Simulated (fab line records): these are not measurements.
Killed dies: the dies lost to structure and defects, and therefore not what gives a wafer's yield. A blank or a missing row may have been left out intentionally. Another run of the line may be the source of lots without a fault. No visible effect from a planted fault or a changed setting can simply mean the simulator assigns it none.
fab line records	flow rit_cmos	part 1 of 2: steps 1 to 37 of 52
[record] lots = 5	wafers = 15	last_day = 6
route steps=202 shown GATE@76 FOX2@80 REOX@98 NLDD@103 PLDD@114 SPACER@125
lots untouched by any fault: they come from a run of this same line in which no faults occurred
start_h: start of the lot's first displayed wafer, in hours after the record's first day	wait_h: time in hours since the lot's previous step	" identical to the entry in the row above	L1.1+2: several wafers, shown together as one row	- value missing, or start not given	* or withheld: withheld	< > ~ a bound
route shown NAME@n: a module of which the file shows steps, and the number in the route of the first	usual: mean and standard deviation over wafers with no fault	same: alike in all rows	chamber/n: place in a boat	sites: the reading at each site	_std_site: how widely they spread, as a standard deviation	_edge_site: the outer-site mean with the inner-site mean subtracted	radius_mm: for every site, how far away it sits from the centre of the wafer	mask NAME#n: copy n	behind: the most recent tool/chamber to have shaped the wafer	hold: the reason the lot was held/the length of the hold in hours/how it ended	device: which transistor (n, p or np) failed to switch	end of line: tests of these same wafers at the route's end	a step without rows: its recipe alone	killed: not the wafer's yield, but the dies lost to structure and defects at the first sort	map: a wafer's dies, marking killed ones x, the rest . and places with no die _
set.NAME: the setting the step ran with; set.NAME@STEP: the setting that earlier step ran with	model.NAME: the simulator's own value behind a step, which no gauge read
lots at some steps of the route; a table a step, a row a wafer
services: the hour from which a tool's chamber was out of use, counted from the record's first day as start_h (under 0 if before that day), plus the number of hours and why
[[steps]]
[step RIT_GATE_CLEAN_01]
[recipe] chemistry = SC1	mix = 3:3:50	time_s = 600	temp_c = 75
lot.wafer	tool	chamber	start_h	wait_h
L077.3+4+5	wet_bench-03	3	47.67	0.0
L078.2+3+6	wet_bench-03	0	53.36	0.0
L080.3+4+5	wet_bench-03	1	61.19	0.0
L083.2+3+6	wet_bench-03	2	77.46	0.0
L093.3+4+5	wet_bench-04	1	127.20	0.0
[step RIT_GATE_CLEAN_02]
[recipe] chemistry = dHF	dilution = 50:1	time_s = 30
lot.wafer	tool	chamber	start_h	wait_h
L077.3+4+5	wet_bench-01	1	47.86	0.0
L078.2+3+6	wet_bench-04	1	53.53	0.0
L080.3+4+5	wet_bench-01	1	61.37	0.0
L083.2+3+6	wet_bench-01	0	77.63	0.0
L093.3+4+5	wet_bench-01	0	127.37	0.0
[step RIT_GATE_CLEAN_03]
[recipe] chemistry = SC2	mix = 3:3:50	time_s = 600	temp_c = 75	dry = n2_spin
lot.wafer	tool	chamber	start_h	wait_h
L077.3+4+5	wet_bench-03	0	47.88	0.0
L078.2+3+6	wet_bench-03	0	53.55	0.0
L080.3+4+5	wet_bench-04	0	61.38	0.0
L083.2+3+6	wet_bench-04	1	77.65	0.0
L093.3+4+5	wet_bench-04	3	127.39	0.0
[step RIT_GATE_CLEAN_04]
[recipe] chemistry = dHF	dilution = 50:1	time_s = 60	dry = n2_spin
lot.wafer	tool	chamber	start_h	wait_h
L077.3+4+5	wet_bench-01	2	48.07	0.0
L078.2+3+6	wet_bench-04	0	53.73	0.0
L080.3+4+5	wet_bench-01	2	61.56	0.0
L083.2+3+6	wet_bench-03	0	77.83	0.0
L093.3+4+5	wet_bench-03	0	127.56	0.0
[step RIT_FOX2_THK_MEAS_91]
[recipe] reads = SiO2_of_FOX2_OXIDATION_00
[usual] FIELD_OXIDE_LEFT_2_THK = 254/7.3
lot.wafer	tool	chamber	start_h	wait_h	FIELD_OXIDE_LEFT_2_THK[nm]
L077.3	film_metro-04	-	48.11	0.0	242
L077.4	"	-	"	"	245
L077.5	"	-	"	"	239
L078.2	film_metro-01	-	53.76	0.0	253
L078.3	"	-	"	"	252
L078.6	"	-	"	"	257
L080.3	film_metro-04	-	61.61	0.0	268
L080.4	"	-	"	"	268
L080.5	"	-	"	"	266
L083.2	film_metro-04	-	77.86	0.0	250
L083.3	"	-	"	"	251
L083.6	"	-	"	"	254
L093.3	film_metro-04	-	127.61	0.0	252
L093.4	"	-	"	"	251
L093.5	"	-	"	"	253
[step RIT_GATE_OXIDATION_05]
[recipe] temp_c = 893	ambient = O2	target_thk_a = 30	ox_time_s = 270
lot.wafer	tool	chamber	start_h	wait_h
L077.3+4+5	furnace-04	0	48.15	0.0
L078.2+3+6	furnace-04	0	54.59	0.8
L080.3+4+5	furnace-03	0	62.05	0.4
L083.2+3+6	furnace-04	0	78.79	0.9
L093.3+4+5	furnace-03	0	127.65	0.0
[step RIT_GATE_ANNEAL_06]
[recipe] temp_c = 900	time_s = 600	ambient = N2O
lot.wafer	tool	chamber	start_h	wait_h
L077.3+4+5	furnace-02	0	49.23	0.0
L078.2+3+6	furnace-03	0	55.75	0.1
L080.3+4+5	furnace-04	0	63.13	0.0
L083.2+3+6	furnace-02	0	79.86	0.0
L093.3+4+5	furnace-03	0	128.73	0.0
[step RIT_GATE_THK_MEAS_07]
[recipe] reads = SiO2_of_GATE_OXIDATION_05
[usual] GATE_OXIDE_THK = 2.78/0.063
lot.wafer	tool	chamber	start_h	wait_h	GATE_OXIDE_THK[nm]
L077.3	film_metro-04	-	49.50	0.0	2.74
L077.4	"	-	"	"	2.76
L077.5	"	-	"	"	2.80
L078.2	film_metro-03	-	56.01	0.0	2.84
L078.3	"	-	"	"	2.79
L078.6	"	-	"	"	2.82
L080.3	film_metro-03	-	63.40	0.0	2.83
L080.4	"	-	"	"	2.75
L080.5	"	-	"	"	2.77
L083.2	film_metro-01	-	80.12	0.0	2.75
L083.3	"	-	"	"	2.62
L083.6	"	-	"	"	2.75
L093.3	film_metro-01	-	129.00	0.0	2.89
L093.4	"	-	"	"	2.92
L093.5	"	-	"	"	2.93
[step RIT_GATE_CVD_08]
[recipe] material = poly-Si	target_thk_nm = 250	temp_c = 610	precursor = SiH4	time_s = 2220	pressure_mtorr = 300	sih4_flow_sccm = 100
lot.wafer	tool	chamber	start_h	wait_h
L077.3+4+5	lpcvd-02	0	49.54	0.0
L078.2+3+6	lpcvd-01	0	56.06	0.0
L080.3+4+5	lpcvd-01	1	63.44	0.0
L083.2+3+6	lpcvd-02	0	80.17	0.0
L093.3+4+5	lpcvd-01	0	129.04	0.0
[step RIT_GATE_THK_MEAS_09]
[recipe] reads = poly-Si_of_GATE_CVD_08
[usual] GATE_POLY_THK = 249.7/2.4
lot.wafer	tool	chamber	start_h	wait_h	GATE_POLY_THK[nm]
L077.3	film_metro-01	-	51.17	0.0	249.6
L077.4	"	-	"	"	248.0
L077.5	"	-	"	"	249.2
L078.2	film_metro-01	-	57.69	0.0	244.6
L078.3	"	-	"	"	247.4
L078.6	"	-	"	"	247.0
L080.3	film_metro-01	-	65.08	0.0	246.8
L080.4	"	-	"	"	248.7
L080.5	"	-	"	"	249.1
L083.2	film_metro-03	-	81.80	0.0	250.8
L083.3	"	-	"	"	250.0
L083.6	"	-	"	"	251.2
L093.3	film_metro-01	-	130.67	0.0	248.6
L093.4	"	-	"	"	250.8
L093.5	"	-	"	"	249.4
[step RIT_GATE_HMDS_10]
[recipe] prime_time_s = 60	prime_temp_c = 140
[usual] prime_temp_c = 139.94/0.14
lot.wafer	tool	chamber	start_h	wait_h	prime_temp_c
L077.3	litho_track-01	0	51.31	0.1	139.97
L077.4	"	0	"	"	140.07
L077.5	"	0	"	"	140.05
L078.2	litho_track-03	0	57.76	0.1	139.84
L078.3	"	0	"	"	140.14
L078.6	"	0	"	"	139.95
L080.3	litho_track-04	0	65.17	0.1	140.08
L080.4	"	0	"	"	139.99
L080.5	"	0	"	"	140.07
L083.2	litho_track-04	0	81.88	0.1	139.81
L083.3	"	0	"	"	140.05
L083.6	"	0	"	"	139.84
L093.3	litho_track-04	0	130.76	0.1	140.01
L093.4	"	0	"	"	139.92
L093.5	"	0	"	"	139.82
[step RIT_GATE_COAT_11]
[recipe] resist = NOVOLAK	spin_rpm = 4250	resist_thk_nm = 850
lot.wafer	tool	chamber	start_h	wait_h
L077.3+4+5	litho_track-01	0	51.46	0.1
L078.2+3+6	litho_track-03	0	57.91	0.1
L080.3+4+5	litho_track-04	0	65.31	0.1
L083.2+3+6	litho_track-04	0	82.03	0.1
L093.3+4+5	litho_track-04	0	130.91	0.1
[step RIT_GATE_SOFTBAKE_12]
[recipe] resist = NOVOLAK	temp_c = 90	time_s = 60
lot.wafer	tool	chamber	start_h	wait_h
L077.3+4+5	litho_track-01	0	51.61	0.1
L078.2+3+6	litho_track-03	0	58.06	0.1
L080.3+4+5	litho_track-04	0	65.47	0.1
L083.2+3+6	litho_track-04	0	82.18	0.1
L093.3+4+5	litho_track-04	0	131.06	0.1
[step RIT_GATE_EXPOSE_13]
[recipe] mask_id = M6	na = 0.6	source_shape = conventional	sigma_outer = 0.6	target_cd_nm = 150	dose_mj = 380
lot.wafer	tool	chamber	start_h	wait_h	mask
L077.3+4+5	iline_stepper-02	0	51.75	0.1	M6#0
L078.2+3+6	iline_stepper-02	0	58.21	0.1	M6#0
L080.3+4+5	iline_stepper-01	0	65.60	0.1	M6#0
L083.2+3+6	iline_stepper-02	0	82.32	0.1	M6#0
L093.3+4+5	iline_stepper-02	0	131.20	0.1	M6#0
[step RIT_GATE_PEB_14]
[recipe] resist = NOVOLAK	temp_c = withheld	time_s = withheld
lot.wafer	tool	chamber	start_h	wait_h
L077.3+4+5	litho_track-01	0	51.88	0.1
L078.2+3+6	litho_track-04	0	58.37	0.1
L080.3+4+5	litho_track-01	0	65.73	0.1
L083.2+3+6	litho_track-04	0	82.44	0.1
L093.3+4+5	litho_track-01	0	131.33	0.1
[step RIT_GATE_DEVELOP_15]
[recipe] resist = NOVOLAK	develop_time_s = 50	dev_temp_c = 23.5
lot.wafer	tool	chamber	start_h	wait_h
L077.3+4+5	litho_track-01	0	-	-
L078.2+3+6	litho_track-04	0	-	-
L080.3+4+5	litho_track-01	0	-	-
L083.2+3+6	litho_track-04	0	-	-
L093.3+4+5	litho_track-01	0	-	-
[step RIT_GATE_CD_MEAS_16]
[recipe] target_cd_nm = 150
[usual] cd_nm = 150.3/2.4
lot.wafer	tool	chamber	start_h	wait_h	cd_nm
L077.3	cd_sem-01	-	52.15	-	151.6
L077.4	"	-	"	"	148.1
L077.5	"	-	"	"	149.1
L078.2	cd_sem-01	-	58.65	-	149.1
L078.3	"	-	"	"	150.6
L078.6	"	-	"	"	150.7
L080.3	cd_sem-02	-	66.00	-	148.1
L080.4	"	-	"	"	148.2
L080.5	"	-	"	"	147.9
L083.2	cd_sem-01	-	82.72	-	151.2
L083.3	"	-	"	"	151.1
L083.6	"	-	"	"	151.2
L093.3	cd_sem-01	-	131.60	-	150.2
L093.4	"	-	"	"	149.6
L093.5	"	-	"	"	150.1
[step RIT_GATE_OVL_MEAS_17]
[usual] GATE_OVL = 0.5/1.4
lot.wafer	tool	chamber	start_h	wait_h	GATE_OVL[nm]
L077.3	overlay-02	-	52.24	0.1	3.5
L077.4	"	-	"	"	2.5
L077.5	"	-	"	"	2.5
L078.2	overlay-01	-	58.76	0.1	-1.5
L078.3	"	-	"	"	-0.7
L078.6	"	-	"	"	-2.0
L080.3	overlay-02	-	66.10	0.1	4.4
L080.4	"	-	"	"	3.2
L080.5	"	-	"	"	1.0
L083.2	overlay-02	-	82.83	0.1	2.4
L083.3	"	-	"	"	2.1
L083.6	"	-	"	"	0.9
L093.3	overlay-02	-	131.70	0.1	0.6
L093.4	"	-	"	"	0.9
L093.5	"	-	"	"	1.7
[step RIT_GATE_HARDBAKE_18]
[recipe] resist = NOVOLAK	temp_c = 140	time_s = 60
lot.wafer	tool	chamber	start_h	wait_h
L077.3+4+5	litho_track-01	0	52.32	0.1
L078.2+3+6	litho_track-03	0	58.81	0.0
L080.3+4+5	litho_track-03	0	66.17	0.1
L083.2+3+6	litho_track-01	0	82.88	0.0
L093.3+4+5	litho_track-01	0	131.77	0.1
[step RIT_GATE_ETCH_19]
[recipe] chemistry = SF6/CHF3/O2	time_s = 165	SF6_flow_sccm = 30	CHF3_flow_sccm = 30	O2_flow_sccm = 5	target = poly-Si	pressure_mtorr = 40	rf_w = 160	target_depth_a = 3125	over_etch_frac = 0.25	stop_on = SiO2
[usual] drypump_motor_current_A = 5.7/0.36	oes_product_au = 0.841/0.01	rf_fwd_power_W = 159.3/0.55	throttle_valve_pct = 10.27/0.15
lot.wafer	tool	chamber	start_h	wait_h	drypump_motor_current_A	oes_product_au	rf_fwd_power_W	rf_hours_counter_h	throttle_valve_pct
L077.3	rie_si-02	3	52.42	0.1	5.8	0.840	159.9	72	10.11
L077.4	"	2	"	"	5.9	0.831	159.5	1	10.18
L077.5	"	3	"	"	5.8	0.837	159.1	-	10.10
L078.2	rie_si-01	1	58.94	0.1	6.2	0.847	159.7	6	10.29
L078.3	"	2	"	"	5.4	0.847	159.8	152	10.14
L078.6	"	3	"	"	6.0	0.826	158.9	-	10.54
L080.3	rie_si-01	3	66.27	0.1	6.0	0.824	159.6	1	10.56
L080.4	"	1	"	"	6.3	0.851	160.3	6	10.27
L080.5	"	2	"	"	5.4	0.851	160.8	-	10.14
L083.2	rie_si-02	3	83.01	0.1	5.8	0.844	160.2	72	10.10
L083.3	"	0	"	"	5.0	0.835	160.3	93	10.26
L083.6	"	2	"	"	5.9	0.841	158.3	-	10.17
L093.3	rie_si-02	3	131.87	0.1	5.8	0.840	160.0	72	10.09
L093.4	"	0	"	"	5.0	0.832	159.3	93	10.25
L093.5	"	0	"	"	5.0	0.833	159.4	-	10.24
[step RIT_GATE_STRIP_20]
[recipe] chemistry = O2	time_s = 180	resist = NOVOLAK	platen_temp_c = withheld	power_w = 500	pressure_mtorr = 4000	o2_flow_sccm = 4000
[usual] drypump_motor_current_A = 5.7/0.34
lot.wafer	tool	chamber	start_h	wait_h	drypump_motor_current_A	rf_hours_counter_h
L077.3	plasma_asher-01	1	52.58	0.1	5.7	-
L077.4	"	0	"	"	6.2	-
L077.5	"	1	"	"	5.8	-
L078.2	plasma_asher-04	1	59.05	0.1	5.0	46
L078.3	"	0	"	"	5.4	-
L078.6	"	1	"	"	5.0	-
L080.3	plasma_asher-04	0	66.44	0.1	5.4	-
L080.4	"	1	"	"	5.0	-
L080.5	"	1	"	"	5.0	-
L083.2	plasma_asher-02	0	83.11	0.1	5.7	36
L083.3	"	1	"	"	5.6	-
L083.6	"	0	"	"	5.7	-
L093.3	plasma_asher-01	1	132.04	0.1	5.7	-
L093.4	"	0	"	"	6.2	-
L093.5	"	0	"	"	6.2	-
[step RIT_GATE_CD_MEAS_90]
[recipe] target_cd_nm = 150
[usual] cd_nm = 150.2/2.4
lot.wafer	tool	chamber	start_h	wait_h	cd_nm
L077.3	cd_sem-02	-	52.74	0.1	151.4
L077.4	"	-	"	"	147.6
L077.5	"	-	"	"	149.2
L078.2	cd_sem-01	-	59.24	0.1	148.6
L078.3	"	-	"	"	150.4
L078.6	"	-	"	"	150.3
L080.3	cd_sem-01	-	66.59	0.1	147.8
L080.4	"	-	"	"	148.1
L080.5	"	-	"	"	148.0
L083.2	cd_sem-02	-	83.31	0.1	151.1
L083.3	"	-	"	"	151.1
L083.6	"	-	"	"	151.3
L093.3	cd_sem-01	-	132.19	0.1	149.7
L093.4	"	-	"	"	149.4
L093.5	"	-	"	"	149.4
[step RIT_REOX_CLEAN_00]
[recipe] chemistry = SC1	mix = 3:3:50	time_s = 600	temp_c = 75
lot.wafer	tool	chamber	start_h	wait_h
L077.3+4+5	wet_bench-01	0	52.82	0.1
L078.2+3+6	wet_bench-01	1	59.34	0.1
L080.3+4+5	wet_bench-03	2	66.67	0.1
L083.2+3+6	wet_bench-02	0	83.41	0.1
L093.3+4+5	wet_bench-03	0	132.27	0.1
[step RIT_REOX_CLEAN_01]
[recipe] chemistry = dHF	dilution = 50:1	time_s = 30
lot.wafer	tool	chamber	start_h	wait_h
L077.3+4+5	wet_bench-03	1	53.01	0.0
L078.2+3+6	wet_bench-03	1	59.53	0.0
L080.3+4+5	wet_bench-02	0	66.85	0.0
L083.2+3+6	wet_bench-03	3	83.58	0.0
L093.3+4+5	wet_bench-02	0	132.46	0.0
[step RIT_REOX_CLEAN_02]
[recipe] chemistry = SC2	mix = 3:3:50	time_s = 600	temp_c = 75	dry = n2_spin
lot.wafer	tool	chamber	start_h	wait_h
L077.3+4+5	wet_bench-02	2	53.03	0.0
L078.2+3+6	wet_bench-02	0	59.55	0.0
L080.3+4+5	wet_bench-01	0	66.87	0.0
L083.2+3+6	wet_bench-01	1	83.60	0.0
L093.3+4+5	wet_bench-03	2	132.48	0.0
[step RIT_REOX_OXIDATION_03]
[recipe] temp_c = 900	ambient = O2	target_thk_a = 252	ox_time_s = 5580
lot.wafer	tool	chamber	start_h	wait_h
L077.3+4+5	furnace-03	0	53.20	0.0
L078.2+3+6	furnace-01	0	59.72	0.0
L080.3+4+5	furnace-01	0	67.04	0.0
L083.2+3+6	furnace-01	0	83.78	0.0
L093.3+4+5	furnace-03	0	133.37	0.7
[step RIT_REOX_THK_MEAS_04]
[recipe] reads = SiO2_of_REOX_OXIDATION_03
[usual] REOX_OXIDE_THK = 25.4/0.5
lot.wafer	tool	chamber	start_h	wait_h	REOX_OXIDE_THK[nm]
L077.3	film_metro-02	-	55.77	0.0	25.1
L077.4	"	-	"	"	25.6
L077.5	"	-	"	"	25.5
L078.2	film_metro-03	-	62.28	0.0	25.2
L078.3	"	-	"	"	25.0
L078.6	"	-	"	"	24.6
L080.3	film_metro-03	-	69.61	0.0	26.3
L080.4	"	-	"	"	25.6
L080.5	"	-	"	"	25.3
L083.2	film_metro-02	-	86.34	0.0	25.1
L083.3	"	-	"	"	25.5
L083.6	"	-	"	"	24.8
L093.3	film_metro-02	-	135.94	0.0	26.4
L093.4	"	-	"	"	26.4
L093.5	"	-	"	"	26.2
[step RIT_NLDD_HMDS_00]
[recipe] prime_time_s = 60	prime_temp_c = 140
[usual] prime_temp_c = 139.99/0.14
lot.wafer	tool	chamber	start_h	wait_h	prime_temp_c
L077.3	litho_track-04	0	56.00	0.2	140.18
L077.4	"	0	"	"	140.04
L077.5	"	0	"	"	139.98
L078.2	litho_track-02	0	62.43	0.1	140.21
L078.3	"	0	"	"	140.10
L078.6	"	0	"	"	140.19
L080.3	litho_track-02	0	69.70	0.1	139.77
L080.4	"	0	"	"	139.98
L080.5	"	0	"	"	139.82
L083.2	litho_track-04	0	86.41	0.1	139.74
L083.3	"	0	"	"	139.92
L083.6	"	0	"	"	139.96
L093.3	litho_track-04	0	136.03	0.1	139.84
L093.4	"	0	"	"	140.08
L093.5	"	0	"	"	140.09
[step RIT_NLDD_COAT_01]
[recipe] resist = NOVOLAK	spin_rpm = 3250	resist_thk_nm = 1000
lot.wafer	tool	chamber	start_h	wait_h
L077.3+4+5	litho_track-04	0	56.15	0.1
L078.2+3+6	litho_track-02	0	62.58	0.1
L080.3+4+5	litho_track-02	0	69.85	0.1
L083.2+3+6	litho_track-04	0	86.56	0.1
L093.3+4+5	litho_track-04	0	136.18	0.1
[step RIT_NLDD_SOFTBAKE_02]
[recipe] resist = NOVOLAK	temp_c = 90	time_s = 60
lot.wafer	tool	chamber	start_h	wait_h
L077.3+4+5	litho_track-04	0	56.30	0.1
L078.2+3+6	litho_track-02	0	62.73	0.1
L080.3+4+5	litho_track-02	0	70.00	0.1
L083.2+3+6	litho_track-04	0	86.71	0.1
L093.3+4+5	litho_track-04	0	136.33	0.1
[step RIT_NLDD_EXPOSE_03]
[recipe] mask_id = M7	na = 0.57	target_cd_nm = 40700	dose_mj = 250
lot.wafer	tool	chamber	start_h	wait_h	mask
L077.3+4+5	iline_stepper-02	0	56.44	0.1	M7#0
L078.2+3+6	iline_stepper-01	0	63.00	0.2	M7#0
L080.3+4+5	iline_stepper-02	0	70.26	0.2	M7#0
L083.2+3+6	iline_stepper-01	0	86.86	0.1	M7#0
L093.3+4+5	iline_stepper-02	0	136.47	0.1	M7#0
[step RIT_NLDD_PEB_04]
[recipe] resist = NOVOLAK	temp_c = withheld	time_s = withheld
lot.wafer	tool	chamber	start_h	wait_h
L077.3+4+5	litho_track-03	0	56.57	0.1
L078.2+3+6	litho_track-04	0	63.12	0.1
L080.3+4+5	litho_track-03	0	70.43	0.1
L083.2+3+6	litho_track-02	0	86.98	0.1
L093.3+4+5	litho_track-02	0	136.59	0.1
[step RIT_NLDD_DEVELOP_05]
[recipe] resist = NOVOLAK	develop_time_s = 50	dev_temp_c = 23
lot.wafer	tool	chamber	start_h	wait_h
L077.3+4+5	litho_track-03	0	-	-
L078.2+3+6	litho_track-04	0	-	-
L080.3+4+5	litho_track-03	0	-	-
L083.2+3+6	litho_track-02	0	-	-
L093.3+4+5	litho_track-02	0	-	-
[step RIT_NLDD_OVL_MEAS_06]
[usual] NLDD_OVL = 1.4/1.3
lot.wafer	tool	chamber	start_h	wait_h	NLDD_OVL[nm]
L077.3	overlay-02	-	56.81	-	0.4
L077.4	"	-	"	"	0.0
L077.5	"	-	"	"	-0.5
L078.2	overlay-01	-	63.39	-	1.4
L078.3	"	-	"	"	0.6
L078.6	"	-	"	"	1.5
L080.3	overlay-02	-	70.67	-	0.7
L080.4	"	-	"	"	0.1
L080.5	"	-	"	"	1.9
L083.2	overlay-01	-	87.24	-	0.3
L083.3	"	-	"	"	-0.2
L083.6	"	-	"	"	-0.3
L093.3	overlay-01	-	136.84	-	-0.3
L093.4	"	-	"	"	-0.7
L093.5	"	-	"	"	0.1
[step RIT_NLDD_HARDBAKE_07]
[recipe] resist = NOVOLAK	temp_c = 140	time_s = 60
lot.wafer	tool	chamber	start_h	wait_h
L077.3+4+5	litho_track-04	0	56.89	0.1
L078.2+3+6	litho_track-03	0	63.44	0.0
L080.3+4+5	litho_track-03	0	70.75	0.1
L083.2+3+6	litho_track-04	0	87.30	0.0
L093.3+4+5	litho_track-02	0	136.91	0.1
[step RIT_NLDD_IMPLANT_08]
[recipe] species = P	energy_kev = 20	dose_cm2 = 5e+14	tilt_deg = 7
lot.wafer	tool	chamber	start_h	wait_h
L077.3+4+5	implanter-03	0	57.04	0.1
L078.2+3+6	implanter-01	0	63.59	0.1
L080.3+4+5	implanter-04	0	70.90	0.1
L083.2+3+6	implanter-01	0	87.45	0.1
L093.3+4+5	implanter-01	0	137.06	0.1
[step RIT_NLDD_STRIP_09]
[recipe] chemistry = O2	time_s = 180	resist = NOVOLAK	platen_temp_c = withheld	power_w = 500	pressure_mtorr = 4000	o2_flow_sccm = 4000
[usual] drypump_motor_current_A = 5.47/0.28
lot.wafer	tool	chamber	start_h	wait_h	drypump_motor_current_A	rf_hours_counter_h
L077.3	plasma_asher-02	1	57.20	0.1	5.53	-
L077.4	"	0	"	"	5.65	-
L077.5	"	1	"	"	5.53	-
L078.2	plasma_asher-03	1	63.72	0.1	5.46	45
L078.3	"	0	"	"	5.97	-
L078.6	"	0	"	"	5.98	-
L080.3	plasma_asher-03	0	71.06	0.1	5.95	-
L080.4	"	1	"	"	5.45	-
L080.5	"	0	"	"	5.95	-
L083.2	plasma_asher-04	1	87.57	0.1	5.05	50
L083.3	"	0	"	"	5.43	-
L083.6	"	0	"	"	5.45	-
L093.3	plasma_asher-04	1	137.22	0.1	5.03	-
L093.4	"	0	"	"	5.44	-
L093.5	"	0	"	"	5.43	-
